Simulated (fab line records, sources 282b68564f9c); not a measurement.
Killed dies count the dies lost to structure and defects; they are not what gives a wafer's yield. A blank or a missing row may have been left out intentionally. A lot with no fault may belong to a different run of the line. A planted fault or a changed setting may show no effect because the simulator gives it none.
A lot that was struck, set against a sound lot    flow rit cmos    18 steps out of a route of 202
Sound: wafers L790.1, L790.2, L790.6. Struck: wafers L795.4, L795.5 (left out: L795.2, a lot-mate that was not struck); the cause follows at the end.
Order at every step that has rows: each side's tool, ch and its chambers, its first start. Under that, the readings that differ: sound wafers    struck wafers    difference of the means    sigmas: that difference in standard deviations of wafers without a fault.
alike: same words and numbers on both sides, and readings whose means sit less than 2 such deviations apart. not compared: any withheld reading, any reading some wafer has no value for, any bound like >300 that may hide the same value, and any number with overlapping values for which the record gives no deviation.
A row with sigmas, a row that says differs or no value, or rows on one side alone: a step with any of these is where the two part. Numbers that have no deviation but don't overlap get no sigmas and don't part them. Lack of a reading on every wafer of one side parts them only where that side has two or more wafers.

RIT_M1_SPUTTER_00: material Al, target thk 400 nm, time 500 s.
  sound on pvd sputter-01 at day 3 16:55; struck on pvd sputter-02 at day 4 17:19
  alike: throttle valve pct
RIT_M1_RS_MEAS_01: a four-point-probe measurement.
  sound on film metro-01 at day 3 17:12; struck on film metro-01 at day 4 17:38
  alike: M1_AL_RS
RIT_M1_THK_MEAS_02: measures by xrf.
  sound on film metro-01 at day 3 17:19; struck on film metro-01 at day 4 17:45
  alike: M1_AL_THK
then, 6 steps without rows for these wafers: RIT_M1_HMDS_03 (prime time 60 s); RIT_M1_COAT_04 (resist thk 1300 nm); RIT_M1_SOFTBAKE_05 (time 60 s); RIT_M1_EXPOSE_06 (exposes mask M12, target cd 2600 nm); RIT_M1_PEB_07; RIT_M1_DEVELOP_08 (develop time 68 s).
RIT_M1_CD_MEAS_09 targets a cd of 2600 nm.
  sound on cd sem-02 at day 3 18:16; struck on cd sem-02 at day 4 18:53
  alike: cd nm
RIT_M1_OVL_MEAS_10:
  sound on overlay-02 at day 3 18:23; struck on overlay-02 at day 4 18:59
  alike: M1_OVL
then, 1 step without rows for these wafers: RIT_M1_HARDBAKE_11 (time 120 s).
RIT_M1_METAL_ETCH_12: etches Al in Cl2/BCl3, stops on SiO2, time 165 s, target depth 600 nm.
  sound on rie metal-02 ch 0,1, day 3 18:40; struck on rie metal-01 ch 0, day 4 19:16
reading                                   sound              struck       difference  sigmas
oes product au (a.u.)                     0.777 0.780 0.787  0.625 0.632  -0.153      -9
over etch frac                            0.5 0.5 0.5        1.25 1.25    +0.75       
model.NOVOLAK_of_M1_COAT_04.thk nm (nm)   812.6 803.7 806.5  641 630.1    -172        
model.SiO2_of_CONTACT_CVD_00.thk nm (nm)  357.5 360.9 371.9  355.2 352.9  -9.4        
model.M1.feature depth nm (nm)            442.1 434.4 440.7  450.1 452.5  +12.2       
  alike: chamber pressure mTorr, drypump motor current A, throttle valve pct
  not compared: rf hours counter h
then, 1 step without rows for these wafers: RIT_M1_STRIP_13 (strips in nmp, time 600 s).
RIT_M1_STRIP_14: strips in O2, time 180 s.
  sound on plasma asher-01 ch 0,1, day 3 19:01; struck on plasma asher-03 ch 0,1, day 4 19:37
  alike: chamber pressure mTorr, drypump motor current A
  not compared: rf hours counter h
RIT_M1_CD_MEAS_90 targets a cd of 2600 nm.
  sound on cd sem-01 at day 3 19:11; struck on cd sem-01 at day 4 19:48
reading     sound           struck     difference  sigmas
cd nm (nm)  2598 2599 2599  2588 2588  -11         -3
then, 1 step without rows for these wafers: RIT_M1_ANNEAL_15 (time 1800 s).
RIT_M1_PROBE_99:
  sound on prober-01 at day 3 20:55; struck on prober-01 at day 4 21:40
reading                                  sound                         struck             difference  sigmas
model.etest.antenna m1.gate log10 a cm2  -6.535 -6.009 -6.42           -5.604 -5.607      +0.716      
model.etest.antenna m1.vt shift v (V)    -0.009282 -0.01105 -0.009157  -0.02616 -0.02642  -0.01646    
  alike: defect limited yield, killed at front end, killed dies, killed open, killed short, sort_bin_3_pad_short, sort_bin_5_function, sort_bin_6_memory, sort n pass, sort yield pct

## WHERE THEY PART
Earliest at RIT_M1_METAL_ETCH_12; latest, in this record, at RIT_M1_CD_MEAS_90. Later steps at which nothing parts them and some readings are alike: RIT_M1_PROBE_99.

WHY: what had been put in by the simulator
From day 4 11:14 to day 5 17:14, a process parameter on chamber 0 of rie metal-01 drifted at RIT_M1_METAL_ETCH_12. Setting over etch frac shifted by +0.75 from 0.5.
